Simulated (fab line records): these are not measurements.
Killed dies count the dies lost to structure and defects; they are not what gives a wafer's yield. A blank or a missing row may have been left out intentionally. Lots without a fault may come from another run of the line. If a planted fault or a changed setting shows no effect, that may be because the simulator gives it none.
A sampling plan put to the test -- flow rit cmos -- one line in one fab, 23 faults in these records, each fault weighed on the records of the lots it struck
The line's own looks make up the plan; these are the steps of the route where a gauge or inspection reads the wafer and leaves it unchanged. A look can be judged if struck wafers have a number there and the file gives its usual mean and standard deviation on fault-free wafers. Caught: at a look after the fault's first step, the mean of the struck wafers lies 4 or more of those standard deviations (sigma) from the usual mean. On the tool: the identical test, applied to the tool's own readings at the steps of the fault. A different recipe on the struck wafers counts as caught too, as does a record blank only for those wafers.

== THE FAULTS, as the simulator had put them in ==
1. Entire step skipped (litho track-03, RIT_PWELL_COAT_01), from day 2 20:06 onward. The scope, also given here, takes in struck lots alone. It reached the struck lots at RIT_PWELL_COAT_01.
2. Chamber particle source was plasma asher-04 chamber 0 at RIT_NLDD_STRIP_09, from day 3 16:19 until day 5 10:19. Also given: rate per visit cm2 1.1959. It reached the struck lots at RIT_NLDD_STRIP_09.
3. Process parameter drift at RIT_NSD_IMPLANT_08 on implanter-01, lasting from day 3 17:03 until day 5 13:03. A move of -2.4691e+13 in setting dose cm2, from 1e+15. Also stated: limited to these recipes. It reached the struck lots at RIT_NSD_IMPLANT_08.
4. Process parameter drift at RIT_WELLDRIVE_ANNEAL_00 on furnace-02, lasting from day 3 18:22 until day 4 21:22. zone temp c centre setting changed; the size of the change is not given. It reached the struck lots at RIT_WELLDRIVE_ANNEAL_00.
5. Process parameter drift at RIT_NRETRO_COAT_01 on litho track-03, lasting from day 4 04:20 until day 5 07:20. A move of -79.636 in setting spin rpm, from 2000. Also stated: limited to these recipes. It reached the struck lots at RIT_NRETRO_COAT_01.
6. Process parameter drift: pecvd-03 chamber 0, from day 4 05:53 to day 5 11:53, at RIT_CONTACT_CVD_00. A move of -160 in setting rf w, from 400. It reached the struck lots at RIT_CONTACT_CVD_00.
7. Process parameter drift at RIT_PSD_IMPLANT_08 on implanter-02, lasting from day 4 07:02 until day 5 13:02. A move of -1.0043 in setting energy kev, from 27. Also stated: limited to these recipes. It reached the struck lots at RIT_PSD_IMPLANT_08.
8. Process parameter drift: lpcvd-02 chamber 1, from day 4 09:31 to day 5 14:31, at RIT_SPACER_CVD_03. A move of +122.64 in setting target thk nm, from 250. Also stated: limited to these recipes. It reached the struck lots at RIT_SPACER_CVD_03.
9. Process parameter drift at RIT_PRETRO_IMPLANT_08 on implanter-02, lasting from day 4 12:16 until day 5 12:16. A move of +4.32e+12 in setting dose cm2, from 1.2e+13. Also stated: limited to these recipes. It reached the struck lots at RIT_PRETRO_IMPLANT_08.
10. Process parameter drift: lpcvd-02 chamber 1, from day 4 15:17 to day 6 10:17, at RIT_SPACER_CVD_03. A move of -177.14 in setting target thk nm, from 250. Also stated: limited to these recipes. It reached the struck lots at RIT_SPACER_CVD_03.
11. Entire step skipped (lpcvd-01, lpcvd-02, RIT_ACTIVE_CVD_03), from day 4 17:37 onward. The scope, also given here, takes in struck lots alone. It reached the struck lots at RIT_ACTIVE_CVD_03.
12. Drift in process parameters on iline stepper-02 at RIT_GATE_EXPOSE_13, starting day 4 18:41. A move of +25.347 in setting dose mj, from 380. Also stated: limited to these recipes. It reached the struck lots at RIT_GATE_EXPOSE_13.
13. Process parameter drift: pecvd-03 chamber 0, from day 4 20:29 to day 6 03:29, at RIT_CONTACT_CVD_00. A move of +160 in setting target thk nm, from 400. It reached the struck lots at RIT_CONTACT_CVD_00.
14. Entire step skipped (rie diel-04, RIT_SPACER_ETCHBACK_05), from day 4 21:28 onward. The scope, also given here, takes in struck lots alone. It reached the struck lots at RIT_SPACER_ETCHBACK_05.
15. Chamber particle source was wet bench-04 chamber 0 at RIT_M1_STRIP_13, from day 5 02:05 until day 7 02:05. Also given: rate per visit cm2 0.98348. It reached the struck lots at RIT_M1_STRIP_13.
16. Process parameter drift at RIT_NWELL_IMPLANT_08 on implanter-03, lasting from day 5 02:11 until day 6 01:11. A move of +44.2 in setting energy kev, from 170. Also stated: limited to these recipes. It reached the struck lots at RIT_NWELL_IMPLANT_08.
17. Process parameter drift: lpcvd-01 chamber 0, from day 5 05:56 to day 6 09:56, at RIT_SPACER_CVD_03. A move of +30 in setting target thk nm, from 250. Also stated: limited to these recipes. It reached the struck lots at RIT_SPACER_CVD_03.
18. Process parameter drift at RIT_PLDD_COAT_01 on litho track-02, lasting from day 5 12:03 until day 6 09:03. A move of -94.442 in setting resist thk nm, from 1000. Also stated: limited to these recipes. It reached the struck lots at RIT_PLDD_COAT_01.
19. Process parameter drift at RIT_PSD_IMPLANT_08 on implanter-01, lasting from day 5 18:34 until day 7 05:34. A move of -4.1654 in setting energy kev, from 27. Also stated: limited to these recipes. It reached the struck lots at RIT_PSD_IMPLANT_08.
20. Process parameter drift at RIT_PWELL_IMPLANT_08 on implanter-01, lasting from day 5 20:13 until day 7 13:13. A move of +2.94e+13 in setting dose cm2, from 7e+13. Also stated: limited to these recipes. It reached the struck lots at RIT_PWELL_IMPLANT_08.
21. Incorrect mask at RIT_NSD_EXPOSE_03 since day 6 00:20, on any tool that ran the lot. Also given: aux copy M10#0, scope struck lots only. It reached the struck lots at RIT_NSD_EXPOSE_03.
22. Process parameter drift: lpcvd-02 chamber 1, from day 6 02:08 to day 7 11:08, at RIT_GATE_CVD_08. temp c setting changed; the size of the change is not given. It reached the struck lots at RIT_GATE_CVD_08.
23. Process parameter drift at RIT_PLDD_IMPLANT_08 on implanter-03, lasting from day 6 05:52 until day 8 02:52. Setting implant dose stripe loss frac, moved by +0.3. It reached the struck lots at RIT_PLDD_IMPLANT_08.

== WHAT THE PLAN SAW ==
fault,on the tool itself,first look that catches it,"reading, sigma",median hours from its first step to that look,hours from the fault's start to the first struck lot there,judged looks passed uncaught
1,the tool's record is blank for the struck wafers,no look after it can be judged,-,-,-,0
2,under 2 sigma,no look after it can be judged,-,-,-,0
3,dose ions cm2 -25 sigma,RIT_SDANNEAL_RS_MEAS_05,NSD_RS +5.7,2.4,4,0
4,spike tc centre C -31 sigma,RIT_WELLDRIVE_RS_MEAS_01,NWELL_RS +21,5.1,3,0
5,spin speed rpm -56 sigma,not the one look that can be judged after it,-,-,-,1
6,under 2 sigma,RIT_CONTACT_THK_MEAS_01,CONTACT_TEOS_THK -11,0.1,8,0
7,beam energy keV -99 or beyond sigma,RIT_SDANNEAL_RS_MEAS_04,PSD_RS +8.9,0.8,11,0
8,no reading that can be judged,RIT_SPACER_THK_MEAS_04,SPACER_NITRIDE_THK +50,1.9,5,0
9,dose ions cm2 +99 or beyond sigma,RIT_PRETRO_TW_MEAS_10,PRETRO_TW +19,0.3,12,0
10,under 2 sigma,RIT_SPACER_THK_MEAS_04,SPACER_NITRIDE_THK -73,1.9,5,0
11,the tool's record is blank for the struck wafers,no look after it can be judged,-,-,-,0
12,exposure dose mJ cm2 +56 sigma,RIT_GATE_CD_MEAS_16,cd nm -12,0.4,6,0
13,under 2 sigma,RIT_CONTACT_THK_MEAS_01,CONTACT_TEOS_THK +32,0.1,7,0
14,no reading that can be judged,no look after it can be judged,-,-,-,0
15,under 2 sigma,no look after it can be judged,-,-,-,0
16,beam energy keV +99 or beyond sigma,RIT_NWELL_TW_MEAS_10,NWELL_TW +8.7,0.3,3,0
17,under 2 sigma,RIT_SPACER_THK_MEAS_04,SPACER_NITRIDE_THK +12,1.9,3,0
18,under 2 sigma,not the one look that can be judged after it,-,-,-,1
19,beam energy keV -99 or beyond sigma,RIT_PSD_TW_MEAS_10,PSD_TW -7.0,0.4,7,0
20,dose ions cm2 +99 or beyond sigma,RIT_PWELL_TW_MEAS_10,PWELL_TW +22,0.4,4,0
21,under 2 sigma,RIT_NSD_TW_MEAS_10,NSD_TW -99 or beyond,0.9,2,0
22,spike tc centre C -9.2 sigma,RIT_GATE_THK_MEAS_09,GATE_POLY_THK -24,1.6,14,0
23,under 2 sigma,RIT_PLDD_TW_MEAS_10,PLDD_TW -8.8,0.3,8,0
A dash: the fault isn't caught, or these records don't give the number.

Caught at a look: 16 of 23. Caught on the tool: 12 of 23. By one or the other: 19 of 23.
On the tool alone, faults 1, 5, 11 were caught.
Caught at a look alone: faults 6, 8, 10, 13, 17, 21, 23.
Caught by neither: faults 2, 14, 15, 18.

== THINNER SAMPLING ==
Were the look that catches a fault to measure just every second or every third lot (counted by lot number), the first struck lot would, at worst, be measured this late:
fault,"struck lots at that look, in order of time",every lot,every second lot,every third lot
3,"L356, L357",4 h,10 h,may miss all 2
4,"L350, L351, L354",3 h,8 h,may miss all 3
6,"L440, L443",8 h,22 h,may miss all 2
7,"L958, L959",11 h,16 h,may miss all 2
8,"L100, L101",5 h,10 h,may miss all 2
9,"L210, L212",12 h,may miss all 2,may miss all 2
10,"L656, L660",5 h,may miss all 2,may miss all 2
12,"L811, L813, L814",6 h,21 h,may miss all 3
13,"L322, L325",7 h,25 h,may miss all 2
16,"L849, L850, L853",3 h,9 h,may miss all 3
17,"L564, L566, L567, L568",3 h,19 h,25 h
19,"L910, L912",7 h,may miss all 2,may miss all 2
20,"L145, L146",4 h,7 h,may miss all 2
21,L769,2 h,may miss it,may miss it
22,L918,14 h,may miss it,may miss it
23,"L691, L692",8 h,14 h,may miss all 2
The hour figures run from when the fault began to the first measured lot among those it struck. Since the struck wafers were tested as one group against 4 sigma, a single lot by itself may lie under the limit. Other struck lots may not be in these records.

== THE LONGEST TIMED WAY FROM STEP TO LOOK ==
For fault 4, RIT_WELLDRIVE_ANNEAL_00 and RIT_WELLDRIVE_RS_MEAS_01 are separated by a median of 5.1 hours. No look between them can be judged.
